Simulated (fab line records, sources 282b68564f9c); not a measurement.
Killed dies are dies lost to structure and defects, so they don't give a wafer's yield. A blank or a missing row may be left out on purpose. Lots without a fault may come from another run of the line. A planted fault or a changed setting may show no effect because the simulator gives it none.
fab line records | flow rit_cmos
record lots=5 wafers=23
route steps=202 shown ACTIVE@2 FOX2@23 NWELL@36 GATE@87 PLDD@116 NSD@132 SDANNEAL@153 CONTACT@171 M1@188
start_h: hours from the record's first day to the start of the lot's first wafer shown | wait_h: hours since the lot's step before | " the same as in the row above | L1.1+2: a row that stands for several wafers | - no value, or no start given | * or withheld: withheld | < > ~ a bound
route shown NAME@n: a module of which the file shows steps, and the number in the route of the first | usual: mean/standard deviation of fault-free wafers | same: alike in all rows | chamber/n: place in a boat | sites: the reading at each site | _std_site: their standard deviation | _edge_site: outer sites' mean less inner sites' | radius_mm: how far each site lies from the wafer's centre | mask NAME#n: copy n | behind: the tool/chamber that last shaped the wafer | hold: why the lot was held/for how many hours/how that ended | device: the transistor (n, p or np) that didn't switch | end of line: the same wafers' tests at the end of the route | a step without rows: its recipe alone | killed: dies lost to structure and defects at the first sort, not the wafer's yield | map: a wafer's dies, x killed, . not, _ none there
set.NAME: the setting as run; set.NAME@STEP: as run at that earlier step | model.NAME: the simulator's own value behind a step, which no gauge read
lots whose settings were changed on purpose; a table a step, a row a wafer
## steps
# step RIT_ACTIVE_OXIDATION_01
# recipe temp_c=1000 ambient=O2 target_thk_a=468 ox_time_s=3360
# columns lot.wafer tool chamber start_h wait_h set.temp_c model.SiO2_of_ACTIVE_OXIDATION_01.thk_nm
L074.1 - - - 1.0 1000 46.35
L074.2 " - " " 1000 46.5
L074.3 " - " " 1000 46.53
L074.5 " - " " 1000 45.89
L074.6 " - " " 1000 46.47
L077.2 - - - 1.3 1009 52.38
L077.3 " - " " 1009 51.53
L077.4 " - " " 1009 51.61
L077.5 " - " " 1009 51.8
L077.6 " - " " 1009 51.95
L078.1 - - - 0.5 1000 45.12
L078.3 " - " " 1000 45.79
L078.4 " - " " 1000 44.88
L078.5 " - " " 1000 45.91
L078.6 " - " " 1000 46.21
L081.1 - - - 0.1 985.4 40.3
L081.2 " - " " 985.4 40.74
L081.3 " - " " 985.4 40
L081.4 " - " " 985.4 40.05
L081.6 " - " " 985.4 40.25
L084.3 furnace-03 0 60.98 0.9 1000 47.16
L084.4 " 0 " " 1000 48.16
L084.5 " 0 " " 1000 47.07
# step RIT_ACTIVE_THK_MEAS_02
# recipe reads=SiO2_of_ACTIVE_OXIDATION_01
# usual ACTIVE_OXIDE_THK=46.7/0.79
# columns lot.wafer tool chamber start_h wait_h set.temp_c@ACTIVE_OXIDATION_01 ACTIVE_OXIDE_THK[nm]
L074.1 film_metro-01 - - - 1000 46.3
L074.2 " - " " 1000 46.5
L074.3 " - " " 1000 46.5
L074.5 " - " " 1000 45.9
L074.6 " - " " 1000 46.4
L077.2 film_metro-01 - - - 1009 52.4
L077.3 " - " " 1009 51.6
L077.4 " - " " 1009 51.6
L077.5 " - " " 1009 51.8
L077.6 " - " " 1009 52.0
L078.1 film_metro-03 - - - 1000 45.1
L078.3 " - " " 1000 45.8
L078.4 " - " " 1000 44.8
L078.5 " - " " 1000 45.9
L078.6 " - " " 1000 46.2
L081.1 film_metro-04 - - - 985.4 40.3
L081.2 " - " " 985.4 40.7
L081.3 " - " " 985.4 40.0
L081.4 " - " " 985.4 40.0
L081.6 " - " " 985.4 40.2
L084.3 film_metro-03 - 62.93 0.0 1000 47.2
L084.4 " - " " 1000 48.1
L084.5 " - " " 1000 47.1
# step RIT_FOX2_OXIDATION_00
# recipe temp_c=1100 ambient=H2O target_thk_a=3507 p_h2o_torr=720 ox_time_s=1130
# columns lot.wafer tool chamber start_h wait_h set.ox_time_s model.SiO2_of_FOX2_OXIDATION_00.thk_nm
L074.1 - - - 0.0 1058 331.1
L074.2 " - " " 1058 328.2
L074.3 " - " " 1058 331.4
L074.5 " - " " 1058 336.5
L074.6 " - " " 1058 336.1
L077.2 - - - 0.4 1130 352.2
L077.3 " - " " 1130 347.7
L077.4 " - " " 1130 354.7
L077.5 " - " " 1130 348.7
L077.6 " - " " 1130 356.4
L078.1 - - - 0.0 1182 361.6
L078.3 " - " " 1182 358.4
L078.4 " - " " 1182 359.4
L078.5 " - " " 1182 358.8
L078.6 " - " " 1182 354.4
L081.1 - - - 0.4 1011 327.1
L081.2 " - " " 1011 327.5
L081.3 " - " " 1011 321
L081.4 " - " " 1011 332.3
L081.6 " - " " 1011 322.6
L084.3 furnace-01 0 69.58 0.9 1130 335.6
L084.4 " 0 " " 1130 344.8
L084.5 " 0 " " 1130 339.5
# step RIT_NWELL_IMPLANT_08
# recipe species=P energy_kev=170 dose_cm2=5e+13 tilt_deg=7
# columns lot.wafer tool chamber start_h wait_h set.energy_kev model.implant.rp_nm model.implant.drp_nm
L074.1+3+5 implanter-02 0 21.58 0.2 170 211.2 68.82
L074.2+6 " 0 " " 172.9 214.9 69.7
L077.2+3+6 implanter-04 0 38.09 0.2 163.5 202.2 66.88
L077.4+5 " 0 " " 170 210.5 68.82
L078.1+3 implanter-04 0 43.32 0.2 170 222.8 68.82
L078.4+5+6 " 0 " " 176 230.8 70.64
L081.1+3+6 implanter-03 0 56.50 0.2 170 209.6 68.82
L081.2+4 " 0 " " 173 213.4 69.73
L084.3+4+5 implanter-03 0 73.34 0.2 170 225.5 68.82
# step RIT_GATE_COAT_11
# recipe resist=NOVOLAK spin_rpm=4250 resist_thk_nm=850
# columns lot.wafer tool chamber start_h wait_h set.resist_thk_nm model.NOVOLAK_of_GATE_COAT_11.thk_nm
L074.1 litho_track-02 0 41.07 0.1 850 851.4
L074.2 " 0 " " 850 849.5
L074.3 " 0 " " 803.6 802.3
L074.5 " 0 " " 803.6 802.1
L074.6 " 0 " " 803.6 802.4
L077.2 litho_track-03 0 54.41 0.1 886.8 885.6
L077.3 " 0 " " 850 847.1
L077.4 " 0 " " 886.8 886.4
L077.5 " 0 " " 850 848.8
L077.6 " 0 " " 850 848.4
L078.1 litho_track-04 0 58.26 0.1 850 855.4
L078.3 " 0 " " 850 855.8
L078.4+5 " 0 " " 850 852.4
L078.6 " 0 " " 850 855.2
L081.1 litho_track-03 0 72.57 0.1 850 849.5
L081.2 " 0 " " 850 851.4
L081.3 " 0 " " 850 851.2
L081.4 " 0 " " 850 851
L081.6 " 0 " " 850 850.9
L084.3+4 litho_track-04 0 90.62 0.1 850 851.2
L084.5 " 0 " " 850 854.3
# step RIT_GATE_DEVELOP_15
# recipe resist=NOVOLAK develop_time_s=50 dev_temp_c=23
# columns lot.wafer tool chamber start_h wait_h set.dev_temp_c
L074.1+2+3 litho_track-03 0 - - 21.94
L074.5+6 " 0 " " 23
L077.2+3+6 litho_track-04 0 - - 23
L077.4+5 " 0 " " 19.54
L078.1+3+5 litho_track-04 0 - - 23
L078.4+6 " 0 " " 24.37
L081.1+2 litho_track-03 0 - - 24.25
L081.3+4+6 " 0 " " 23
L084.3+4+5 litho_track-04 0 - - 23
# step RIT_PLDD_SOFTBAKE_02
# recipe resist=NOVOLAK temp_c=90 time_s=60
# columns lot.wafer tool chamber start_h wait_h set.temp_c
L074.1+3 litho_track-02 0 47.64 0.1 90
L074.2+5+6 " 0 " " 87.06
L077.2+3+5 litho_track-04 0 60.73 0.1 93.73
L077.4+6 " 0 " " 90
L078.1+3+4+5+6 litho_track-01 0 64.81 0.1 90
L081.1+3+6 litho_track-01 0 80.35 0.1 91.12
L081.2+4 " 0 " " 90
L084.3+4+5 litho_track-02 0 97.68 0.1 90
# step RIT_PLDD_EXPOSE_03
# recipe mask_id=M8 na=0.57 target_cd_nm=40900 dose_mj=250
# step RIT_PLDD_PEB_04
# recipe resist=NOVOLAK temp_c=withheld time_s=withheld
# step RIT_PLDD_DEVELOP_05
# recipe resist=NOVOLAK develop_time_s=50 dev_temp_c=22.19
# columns lot.wafer tool chamber start_h wait_h set.temp_c@PLDD_SOFTBAKE_02 model.NOVOLAK_of_PLDD_COAT_01.thk_nm
L074.1 litho_track-02 0 - - 90 1000
L074.2 " 0 " " 87.06 1010
L074.3 " 0 " " 90 1005
L074.5 " 0 " " 87.06 1012
L074.6 " 0 " " 87.06 1011
L077.2 litho_track-01 0 - - 93.73 994.2
L077.3 " 0 " " 93.73 992.9
L077.4 " 0 " " 90 1002
L077.5 " 0 " " 93.73 993.2
L077.6 " 0 " " 90 1005
L078.1 litho_track-04 0 - - 90 997.6
L078.3 " 0 " " 90 999.2
L078.4 " 0 " " 90 998.4
L078.5+6 " 0 " " 90 996.5
L081.1 litho_track-04 0 - - 91.12 1000
L081.2+4 " 0 " " 90 1003
L081.3 " 0 " " 91.12 1001
L081.6 " 0 " " 91.12 999.2
L084.3 litho_track-01 0 - - 90 1006
L084.4 " 0 " " 90 1000
L084.5 " 0 " " 90 1005
# step RIT_PLDD_IMPLANT_08
# recipe species=BF2 energy_kev=20 dose_cm2=9e+14 tilt_deg=7
# columns lot.wafer tool chamber start_h wait_h set.dose_cm2
L074.1+3+5 implanter-04 0 48.38 0.1 8.512e+14
L074.2+6 " 0 " " 9e+14
L077.2+3+4+5+6 implanter-04 0 61.46 0.1 9e+14
L078.1+5+6 implanter-04 0 65.67 0.1 9e+14
L078.3+4 " 0 " " 8.577e+14
L081.1+3+4 implanter-04 0 81.09 0.1 9e+14
L081.2+6 " 0 " " 8.592e+14
L084.3+4+5 implanter-04 0 98.69 0.1 9e+14
# step RIT_NSD_COAT_01
# recipe resist=NOVOLAK spin_rpm=3250 resist_thk_nm=1000
# columns lot.wafer tool chamber start_h wait_h set.resist_thk_nm model.NOVOLAK_of_NSD_COAT_01.thk_nm
L074.1 litho_track-01 0 51.42 0.1 1000 1004
L074.2 " 0 " " 1000 1002
L074.3 " 0 " " 950.8 954.2
L074.5 " 0 " " 950.8 954.1
L074.6 " 0 " " 950.8 951.6
L077.2 litho_track-03 0 64.49 0.1 1057 1058
L077.3 " 0 " " 1000 1000
L077.4 " 0 " " 1057 1059
L077.5 " 0 " " 1000 1003
L077.6 " 0 " " 1057 1063
L078.1 litho_track-03 0 68.70 0.1 976.8 976
L078.3 " 0 " " 1000 1000
L078.4+5 " 0 " " 1000 999.4
L078.6 " 0 " " 976.8 974.2
L081.1 litho_track-01 0 84.11 0.1 942.4 945.9
L081.2 " 0 " " 942.4 950.3
L081.3 " 0 " " 1000 1006
L081.4 " 0 " " 1000 1005
L081.6 " 0 " " 942.4 947.1
L084.3 litho_track-01 0 102.68 0.1 1000 1011
L084.4 " 0 " " 1000 1009
L084.5 " 0 " " 1000 1006
# step RIT_NSD_SOFTBAKE_02
# recipe resist=NOVOLAK temp_c=90 time_s=60
# step RIT_NSD_EXPOSE_03
# recipe mask_id=M9 na=0.57 target_cd_nm=40700 dose_mj=250
# step RIT_NSD_DEVELOP_05
# recipe resist=NOVOLAK develop_time_s=50 dev_temp_c=23
# step RIT_NSD_HARDBAKE_07
# recipe resist=NOVOLAK temp_c=140 time_s=60
# columns lot.wafer tool chamber start_h wait_h set.resist_thk_nm@NSD_COAT_01 model.NOVOLAK_of_NSD_COAT_01.thk_nm
L074.1 litho_track-01 0 52.16 0.0 1000 886.9
L074.2 " 0 " " 1000 885.2
L074.3 " 0 " " 950.8 843.7
L074.5 " 0 " " 950.8 843.6
L074.6 " 0 " " 950.8 841.5
L077.2 litho_track-03 0 65.35 0.0 1057 934.9
L077.3 " 0 " " 1000 884
L077.4 " 0 " " 1057 935.7
L077.5 " 0 " " 1000 886.2
L077.6 " 0 " " 1057 939.1
L078.1 litho_track-01 0 69.45 0.0 976.8 862.7
L078.3 " 0 " " 1000 884
L078.4 " 0 " " 1000 883.2
L078.5 " 0 " " 1000 883.3
L078.6 " 0 " " 976.8 861.2
L081.1 litho_track-03 0 84.98 0.0 942.4 836.5
L081.2 " 0 " " 942.4 840.3
L081.3 " 0 " " 1000 888.9
L081.4 " 0 " " 1000 888.2
L081.6 " 0 " " 942.4 837.4
L084.3 litho_track-03 0 103.54 0.1 1000 893.3
L084.4 " 0 " " 1000 891.7
L084.5 " 0 " " 1000 889.1
# step RIT_SDANNEAL_CLEAN_00
# recipe chemistry=SC1 mix=3:3:50 time_s=600 temp_c=75
# columns lot.wafer tool chamber start_h wait_h set.time_s
L074.1+2+3+5+6 - - - 0.1 533.9
L077.2+3+4+5+6 - - - 0.0 558.4
L078.1+3+4+5+6 - - - 0.1 600
L081.1+2+3+4+6 - - - 0.1 566.1
L084.3+4+5 wet_bench-03 0 105.44 0.0 600
# step RIT_SDANNEAL_CLEAN_01
# recipe chemistry=dHF dilution=50:1 time_s=28.5
# step RIT_SDANNEAL_CLEAN_02
# recipe chemistry=SC2 mix=3:3:50 time_s=600 temp_c=75 dry=n2_spin
# step RIT_SDANNEAL_RS_MEAS_06
# recipe thk_meas_gauge=four-point-probe
# usual PLDD_RS=179.0/0.47
# columns lot.wafer tool chamber start_h wait_h set.dose_cm2@PLDD_IMPLANT_08 PLDD_RS[ohm/sq]
L074.1 film_metro-03 - 55.10 0.1 8.512e+14 183.6
L074.2 " - " " 9e+14 179.1
L074.3 " - " " 8.512e+14 184.2
L074.5 " - " " 8.512e+14 184.1
L074.6 " - " " 9e+14 178.4
L077.2 film_metro-03 - 68.22 0.1 9e+14 178.9
L077.3 " - " " 9e+14 179.1
L077.4 " - " " 9e+14 178.6
L077.5 " - " " 9e+14 178.8
L077.6 " - " " 9e+14 178.6
L078.1 film_metro-03 - 72.24 0.1 9e+14 179.0
L078.3 " - " " 8.577e+14 183.6
L078.4 " - " " 8.577e+14 183.2
L078.5 " - " " 9e+14 179.0
L078.6 " - " " 9e+14 179.1
L081.1 film_metro-01 - 87.90 0.1 9e+14 179.2
L081.2 " - " " 8.592e+14 182.9
L081.3 " - " " 9e+14 179.3
L081.4 " - " " 9e+14 179.1
L081.6 " - " " 8.592e+14 183.3
L084.3 film_metro-04 - 106.17 0.1 9e+14 177.9
L084.4 " - " " 9e+14 178.9
L084.5 " - " " 9e+14 178.4
# step RIT_CONTACT_COAT_03
# recipe resist=NOVOLAK spin_rpm=3250 resist_thk_nm=1000
# columns lot.wafer tool chamber start_h wait_h set.spin_rpm model.NOVOLAK_of_CONTACT_COAT_03.thk_nm
L074.1 litho_track-01 0 56.12 0.1 3250 1004
L074.2 " 0 " " 3250 999.7
L074.3 " 0 " " 3421 973.5
L074.5 " 0 " " 3250 1001
L074.6 " 0 " " 3421 975.2
L077.2 litho_track-04 0 69.31 0.1 3250 999.7
L077.3+6 " 0 " " 3250 1005
L077.4 " 0 " " 3250 1003
L077.5 " 0 " " 3250 1006
L078.1 litho_track-03 0 73.42 0.1 3250 1008
L078.3+5 " 0 " " 3250 1007
L078.4 " 0 " " 3250 1009
L078.6 " 0 " " 3250 1010
L081.1 litho_track-04 0 88.92 0.1 3250 1002
L081.2 " 0 " " 3132 1019
L081.3 " 0 " " 3250 1005
L081.4 " 0 " " 3132 1018
L081.6 " 0 " " 3132 1021
L084.3 litho_track-04 0 107.19 0.1 3250 1003
L084.4 " 0 " " 3250 999.6
L084.5 " 0 " " 3250 999.8
# step RIT_M1_COAT_04
# recipe resist=NOVOLAK spin_rpm=2000 resist_thk_nm=1300
# columns lot.wafer tool chamber start_h wait_h set.resist_thk_nm model.NOVOLAK_of_M1_COAT_04.thk_nm
L074.1 litho_track-02 0 58.71 0.1 1300 1301
L074.2 " 0 " " 1300 1300
L074.3 " 0 " " 1300 1304
L074.5 " 0 " " 1300 1302
L074.6 " 0 " " 1300 1303
L077.2+5 litho_track-04 0 72.14 0.1 1300 1306
L077.3 " 0 " " 1300 1305
L077.4+6 " 0 " " 1300 1307
L078.1 litho_track-02 0 76.01 0.1 1366 1370
L078.3 " 0 " " 1366 1368
L078.4 " 0 " " 1366 1365
L078.5 " 0 " " 1300 1301
L078.6 " 0 " " 1300 1303
L081.1 litho_track-01 0 91.65 0.1 1300 1300
L081.2 " 0 " " 1353 1353
L081.3+4 " 0 " " 1353 1356
L081.6 " 0 " " 1300 1309
L084.3 litho_track-01 0 109.91 0.1 1300 1302
L084.4 " 0 " " 1300 1308
L084.5 " 0 " " 1300 1304
# step RIT_M1_SOFTBAKE_05
# recipe resist=NOVOLAK temp_c=90 time_s=60
# step RIT_M1_EXPOSE_06
# recipe mask_id=M12 na=0.6 source_shape=conventional sigma_outer=0.5 target_cd_nm=2600 dose_mj=250
# step RIT_M1_PEB_07
# recipe resist=NOVOLAK temp_c=withheld time_s=withheld
# step RIT_M1_DEVELOP_08
# recipe resist=NOVOLAK develop_time_s=69.88 dev_temp_c=23
# step RIT_M1_CD_MEAS_09
# recipe target_cd_nm=2600
# usual cd_nm=2600.2/1.8
# columns lot.wafer tool chamber start_h wait_h set.resist_thk_nm@M1_COAT_04 cd_nm
L074.1 cd_sem-02 - 59.58 - 1300 2597.2
L074.2 " - " " 1300 2597.7
L074.3 " - " " 1300 2597.4
L074.5 " - " " 1300 2599.0
L074.6 " - " " 1300 2598.0
L077.2 cd_sem-02 - 72.99 - 1300 2598.4
L077.3 " - " " 1300 2598.8
L077.4 " - " " 1300 2600.3
L077.5 " - " " 1300 2598.1
L077.6 " - " " 1300 2599.6
L078.1 cd_sem-02 - 76.74 - 1366 2605.7
L078.3 " - " " 1366 2606.3
L078.4 " - " " 1366 2605.5
L078.5 " - " " 1300 2599.6
L078.6 " - " " 1300 2598.8
L081.1 cd_sem-02 - 92.50 - 1300 2598.7
L081.2 " - " " 1353 2599.5
L081.3 " - " " 1353 2601.5
L081.4 " - " " 1353 2601.2
L081.6 " - " " 1300 2598.1
L084.3 cd_sem-02 - 110.75 - 1300 2600.1
L084.4 " - " " 1300 2602.1
L084.5 " - " " 1300 2600.5
# step RIT_M1_HARDBAKE_11
# recipe resist=NOVOLAK temp_c=140 time_s=120
# columns lot.wafer tool chamber start_h wait_h set.resist_thk_nm@M1_COAT_04 model.NOVOLAK_of_M1_COAT_04.thk_nm
L074.1 litho_track-02 0 59.73 0.0 1300 1138
L074.2 " 0 " " 1300 1137
L074.3 " 0 " " 1300 1140
L074.5+6 " 0 " " 1300 1139
L077.2+5 litho_track-04 0 73.17 0.1 1300 1142
L077.3 " 0 " " 1300 1141
L077.4+6 " 0 " " 1300 1143
L078.1 litho_track-01 0 76.89 0.0 1366 1197
L078.3 " 0 " " 1366 1195
L078.4 " 0 " " 1366 1192
L078.5 " 0 " " 1300 1138
L078.6 " 0 " " 1300 1140
L081.1 litho_track-02 0 92.68 0.0 1300 1137
L081.2 " 0 " " 1353 1183
L081.3+4 " 0 " " 1353 1185
L081.6 " 0 " " 1300 1145
L084.3 litho_track-04 0 110.95 0.1 1300 1139
L084.4 " 0 " " 1300 1144
L084.5 " 0 " " 1300 1140
# step RIT_M1_PROBE_99
# usual killed_at_contacts=0.1/0.37 killed_at_front_end=6.5/2.8 killed_dies=6.6/2.7 killed_open=3.0/1.9 killed_short=3.5/1.9
# same gross_dies=264 killed_at_M0_to_M3=0 killed_at_M4_up=0 killed_at_back_side=0 killed_at_other=0
# columns lot.wafer tool chamber start_h wait_h set.dev_temp_c@GATE_DEVELOP_15 killed_at_contacts killed_at_front_end killed_dies killed_open killed_short model.etest.nmos_0p15.drive_ua_um model.etest.pmos_0p15.r_on_ohm_um model.etest.pmos_0p3.r_on_ohm_um
L074.1 prober-01 - 62.40 0.1 21.94 0 11 11 6 5 478.1 2770 6283
L074.2 prober-01 - 62.45 0.1 21.94 0 12 12 6 6 488.5 2628 6214
L074.3 prober-01 - 62.50 0.2 21.94 0 8 8 4 1 529.4 2483 6068
L074.5 prober-01 - 62.60 0.2 23 0 8 8 6 2 498.6 2595 6241
L074.6 prober-01 - 62.65 0.2 23 0 12 12 7 5 496.3 2653 6353
L077.2 prober-02 - 75.68 0.1 23 1 8 9 3 6 435.2 2913 6308
L077.3 prober-02 - 75.73 0.2 23 0 5 5 2 3 469.7 2662 6219
L077.4 prober-02 - 75.78 0.2 19.54 0 6 6 2 1 535.8 2332 5819
L077.5 prober-02 - 75.83 0.2 19.54 0 25 25 1 5 556.1 2355 5984
L077.6 prober-02 - 75.88 0.2 23 0 5 5 4 1 449.3 2834 6398
L078.1 prober-01 - 79.39 0.1 23 0 9 9 5 4 468.4 2835 6302
L078.3 prober-01 - 79.49 0.2 23 0 6 6 4 2 465.7 2830 6397
L078.4 prober-01 - 79.54 0.2 24.37 0 8 8 3 5 431.3 3076 6609
L078.5 prober-01 - 79.59 0.2 23 0 5 5 3 2 469 2815 6379
L078.6 prober-01 - 79.64 0.2 24.37 0 4 4 1 3 429.1 3030 6529
L081.1 prober-02 - 95.35 0.1 24.25 0 5 5 2 3 437.2 3070 6618
L081.2 prober-02 - 95.40 0.1 24.25 0 6 6 2 4 426.4 3181 6787
L081.3 prober-02 - 95.45 0.2 23 0 7 7 4 3 475.5 2769 6379
L081.4 prober-02 - 95.50 0.2 23 0 9 9 6 3 464.3 2837 6398
L081.6 prober-02 - 95.60 0.2 23 1 3 4 1 3 476.7 2790 6304
L084.3 prober-01 - 113.47 0.2 23 1 7 8 4 4 475.8 2706 6206
L084.4 prober-01 - 113.52 0.2 23 0 4 4 2 2 467.9 2702 6266
L084.5 prober-01 - 113.57 0.2 23 0 4 4 2 2 464 2714 6205
# killed by level:class
L074.1 FOX1:geometric_particle:open=2 REOX:geometric_particle:short=2 SPACER:geometric_particle:open=2 SILICIDE:geometric_particle:short=2 GATE:geometric_particle:open=1 SPACER:geometric_particle:short=1 SILICIDE:geometric_particle:open=1
L074.2 FOX1:geometric_particle:short=3 SPACER:geometric_particle:short=2 ACTIVE:geometric_particle:open=1 FOX1:geometric_particle:open=1 GATE:geometric_particle:short=1 GATE:geometric_particle:open=1 REOX:geometric_particle:open=1 SPACER:geometric_particle:open=1
L074.3 SILICIDE:geometric_particle:open=3 GATE:area_expose=3 FOX1:geometric_particle:short=1 GATE:geometric_particle:open=1
L074.5 FOX1:geometric_particle:open=2 GATE:geometric_particle:open=2 GATE:geometric_particle:short=2 FOX2:geometric_particle:open=1 SPACER:geometric_particle:open=1
L074.6 SILICIDE:geometric_particle:short=4 GATE:geometric_particle:open=3 FOX1:geometric_particle:open=2 GATE:geometric_particle:short=1 REOX:geometric_particle:open=1 SILICIDE:geometric_particle:open=1
L077.2 GATE:geometric_particle:short=3 FOX1:geometric_particle:open=1 FOX1:geometric_particle:short=1 FOX2:geometric_particle:short=1 SPACER:geometric_particle:short=1 SPACER:geometric_particle:open=1 CONTACT:geometric_particle:open=1
L077.3 SILICIDE:geometric_particle:open=2 FOX2:geometric_particle:short=1 GATE:geometric_particle:short=1 SILICIDE:geometric_particle:short=1
L077.4 GATE:area_develop=3 FOX2:geometric_particle:short=1 FOX2:geometric_particle:open=1 SILICIDE:geometric_particle:open=1
L077.5 GATE:area_develop=19 FOX2:geometric_particle:open=1 FOX2:geometric_particle:short=1 GATE:geometric_particle:short=1 REOX:geometric_particle:short=1 SPACER:geometric_particle:short=1 SILICIDE:geometric_particle:short=1
L077.6 GATE:geometric_particle:open=2 FOX1:geometric_particle:open=1 FOX2:geometric_particle:open=1 FOX2:geometric_particle:short=1
L078.1 GATE:geometric_particle:short=2 REOX:geometric_particle:open=2 FOX2:geometric_particle:short=1 GATE:geometric_particle:open=1 SPACER:geometric_particle:short=1 SPACER:geometric_particle:open=1 SILICIDE:geometric_particle:open=1
L078.3 FOX2:geometric_particle:open=3 FOX1:geometric_particle:open=1 GATE:geometric_particle:short=1 SILICIDE:geometric_particle:short=1
L078.4 REOX:geometric_particle:short=3 SILICIDE:geometric_particle:open=2 GATE:geometric_particle:short=1 REOX:geometric_particle:open=1 SPACER:geometric_particle:short=1
L078.5 FOX2:geometric_particle:open=2 FOX2:geometric_particle:short=1 SILICIDE:geometric_particle:open=1 SILICIDE:geometric_particle:short=1
L078.6 GATE:geometric_particle:short=2 SPACER:geometric_particle:open=1 SPACER:geometric_particle:short=1
L081.1 FOX1:geometric_particle:short=2 GATE:geometric_particle:open=2 SILICIDE:geometric_particle:short=1
L081.2 GATE:geometric_particle:short=3 SILICIDE:geometric_particle:short=1 GATE:geometric_particle:open=1 SPACER:geometric_particle:open=1
L081.3 GATE:geometric_particle:open=3 GATE:geometric_particle:short=2 SPACER:geometric_particle:open=1 SPACER:geometric_particle:short=1
L081.4 GATE:geometric_particle:open=3 SPACER:geometric_particle:short=2 SILICIDE:geometric_particle:open=2 GATE:geometric_particle:short=1 SPACER:geometric_particle:open=1
L081.6 ACTIVE:geometric_particle:short=1 GATE:geometric_particle:open=1 SILICIDE:geometric_particle:short=1 CONTACT:geometric_particle:short=1
L084.3 FOX1:geometric_particle:short=1 FOX2:geometric_particle:open=1 GATE:geometric_particle:open=1 GATE:geometric_particle:short=1 REOX:geometric_particle:short=1 SPACER:geometric_particle:short=1 SILICIDE:geometric_particle:open=1 CONTACT:geometric_particle:open=1
L084.4 GATE:geometric_particle:open=2 FOX2:geometric_particle:short=1 GATE:geometric_particle:short=1
L084.5 FOX2:geometric_particle:short=2 GATE:geometric_particle:open=1 REOX:geometric_particle:open=1
## key
split step=RIT_ACTIVE_OXIDATION_01 setting=temp_c stated=1000 by=lot
response step=RIT_ACTIVE_OXIDATION_01 reading=model.SiO2_of_ACTIVE_OXIDATION_01.thk_nm change=+4.79 per=1% r=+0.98
response step=RIT_ACTIVE_THK_MEAS_02 reading=ACTIVE_OXIDE_THK change=+4.79 per=1% r=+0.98
split step=RIT_FOX2_OXIDATION_00 setting=ox_time_s stated=1130 by=lot
response step=RIT_FOX2_OXIDATION_00 reading=model.SiO2_of_FOX2_OXIDATION_00.thk_nm change=+2.17 per=1% r=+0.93
split step=RIT_NWELL_IMPLANT_08 setting=energy_kev stated=170 by=wafer
response step=RIT_NWELL_IMPLANT_08 reading=model.implant.rp_nm change=+2.21 per=1% r=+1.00
response step=RIT_NWELL_IMPLANT_08 reading=model.implant.drp_nm change=+0.512 per=1% r=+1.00
split step=RIT_GATE_COAT_11 setting=resist_thk_nm stated=850 by=wafer
response step=RIT_GATE_COAT_11 reading=model.NOVOLAK_of_GATE_COAT_11.thk_nm change=+8.8 per=1% r=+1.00
split step=RIT_GATE_DEVELOP_15 setting=dev_temp_c stated=23 by=wafer
response step=RIT_M1_PROBE_99 reading=model.etest.pmos_0p15.r_on_ohm_um change=+32.1 per=1% r=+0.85
response step=RIT_M1_PROBE_99 reading=model.etest.pmos_0p3.r_on_ohm_um change=+31.1 per=1% r=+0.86
response step=RIT_M1_PROBE_99 reading=model.etest.nmos_0p15.drive_ua_um change=-5.98 per=1% r=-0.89
split step=RIT_PLDD_SOFTBAKE_02 setting=temp_c stated=90 by=wafer
response step=RIT_PLDD_DEVELOP_05 reading=model.NOVOLAK_of_PLDD_COAT_01.thk_nm change=-2.52 per=1% r=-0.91
split step=RIT_PLDD_IMPLANT_08 setting=dose_cm2 stated=9e+14 by=wafer
response step=RIT_SDANNEAL_RS_MEAS_06 reading=PLDD_RS change=-0.926 per=1% r=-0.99
split step=RIT_NSD_COAT_01 setting=resist_thk_nm stated=1000 by=wafer
response step=RIT_NSD_COAT_01 reading=model.NOVOLAK_of_NSD_COAT_01.thk_nm change=+10.2 per=1% r=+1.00
response step=RIT_NSD_HARDBAKE_07 reading=model.NOVOLAK_of_NSD_COAT_01.thk_nm change=+8.89 per=1% r=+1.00
split step=RIT_SDANNEAL_CLEAN_00 setting=time_s stated=600 by=lot
response none clear
split step=RIT_CONTACT_COAT_03 setting=spin_rpm stated=3250 by=wafer
response step=RIT_CONTACT_COAT_03 reading=model.NOVOLAK_of_CONTACT_COAT_03.thk_nm change=-4.96 per=1% r=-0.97
split step=RIT_M1_COAT_04 setting=resist_thk_nm stated=1300 by=wafer
response step=RIT_M1_COAT_04 reading=model.NOVOLAK_of_M1_COAT_04.thk_nm change=+12.7 per=1% r=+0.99
response step=RIT_M1_CD_MEAS_09 reading=cd_nm change=+1.02 per=1% r=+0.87
response step=RIT_M1_HARDBAKE_11 reading=model.NOVOLAK_of_M1_COAT_04.thk_nm change=+10.9 per=1% r=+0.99
